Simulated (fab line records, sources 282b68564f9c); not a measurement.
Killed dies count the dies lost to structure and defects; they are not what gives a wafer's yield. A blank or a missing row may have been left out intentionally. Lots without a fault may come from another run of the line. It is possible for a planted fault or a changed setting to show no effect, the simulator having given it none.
Which of the tools did it? | flow rit cmos | 42 wafers from 14 lots sampled at 2 of the route's 202 steps

## WHAT THE GAUGES READ, wafer by wafer
RIT_PWELL_OVL_MEAS_06.
lot  | measured    | on         | PWELL_OVL (nm)
L852 | day 2 00:07 | overlay-02 | 1.0 0.0 1.5
L853 | day 2 03:50 | overlay-02 | -0.1 0.3 0.6
L854 | day 2 10:47 | overlay-01 | 0.3 1.9 -0.2
L856 | day 2 19:20 | overlay-01 | -1.1 0.0 -0.4
L857 | day 3 00:15 | overlay-02 | -0.6 -0.7 -0.1
L860 | day 3 15:32 | overlay-02 | 239.4 238.8 239.5 239.7 239.4 240.5
L861 | day 3 21:39 | overlay-01 | 239.6 240.2 241.3 240.9 239.6 241.6
L864 | day 4 11:07 | overlay-01 | 239.3 241.3 239.5 240.1 242.2 240.5
L866 | day 4 23:37 | overlay-01 | 0.3 -0.5 -0.2
L867 | day 5 02:26 | overlay-02 | -1.0 -2.0 -2.6
L872 | day 6 02:40 | overlay-01 | 1.2 -0.6 -0.5
L873 | day 6 09:25 | overlay-02 | 0.1 1.6 2.2
L874 | day 6 14:05 | overlay-01 | -1.9 -1.9 -0.3
L875 | day 6 17:50 | overlay-02 | -1.1 -0.7 -0.9

## TOOL THAT RAN EACH LOT (tool first, then ch and the chambers of the sampled wafers, then the start)
lot  | RIT_PWELL_EXPOSE_03
L852 | iline stepper-01 ch 0, day 1 23:41
L853 | iline stepper-01 ch 0, day 2 03:24
L854 | iline stepper-02 ch 0, day 2 10:22
L856 | iline stepper-02 ch 0, day 2 18:55
L857 | iline stepper-02 ch 0, day 2 23:49
L860 | iline stepper-01 ch 0, day 3 15:07
L861 | iline stepper-01 ch 0, day 3 21:13
L864 | iline stepper-01 ch 0, day 4 10:43
L866 | iline stepper-02 ch 0, day 4 23:11
L867 | iline stepper-02 ch 0, day 5 02:00
L872 | iline stepper-02 ch 0, day 6 02:14
L873 | iline stepper-02 ch 0, day 6 09:00
L874 | iline stepper-02 ch 0, day 6 13:39
L875 | iline stepper-02 ch 0, day 6 17:26
- RIT_PWELL_EXPOSE_03: exposes mask M3, target cd 43700 nm.

## AS READ BY THE TOOLS THEMSELVES (means over the sampled wafers that have a number; for cases with no such wafer, the mark the record gives instead)
The record holds no such reading with a usual standard deviation.

## THE ANSWER, worked out from the rows above alone
Rule: the usual values come from the lots themselves. The widest of any qualifying gaps counts: lots, ordered by their means at a reading, are off when they make up no more than a third of the lots, leave a main group of 4 or more, and stand apart from it by 3 or more times the standard deviation of that group's means. A main group is skipped when, at the precision printed for the reading in the tables above, its means are all equal. Also off: a lot with no number at a reading for which 4 or more lots have one. Where the step has rows for the other lots, those lots are counted as sound. First the gauges in route order, then the tools' own readings, where a lot's mean is used as printed above. At the first step where some lot is off, the reading lying furthest off is the one used; lots without a number count as furthest.
Off: L860, L861, L864, at RIT_PWELL_OVL_MEAS_06 (PWELL_OVL). The main group has a mean of -0.2 nm with a standard deviation of 0.91.
If a tool, at a process step before that reading, ran all the lots that are off and no sound lot after the first of them, it fits. Those tools and the gauges at RIT_PWELL_OVL_MEAS_06 are tried in the same way. One candidate fits, namely iline stepper-01 at RIT_PWELL_EXPOSE_03. A fault onset in the window from L853 (day 2 03:24, its last sound lot) to L860 (day 3 15:07, its first lot off) fits.

## WHAT THE SIMULATOR HAD PUT IN
Scanner matching overlay: iline stepper-01, from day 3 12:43 on, at RIT_PWELL_EXPOSE_03. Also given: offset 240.
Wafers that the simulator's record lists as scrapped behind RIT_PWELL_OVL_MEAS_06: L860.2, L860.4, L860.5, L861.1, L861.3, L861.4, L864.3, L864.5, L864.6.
Lots struck among those shown: L860, L861, L864. The rule above found the same.
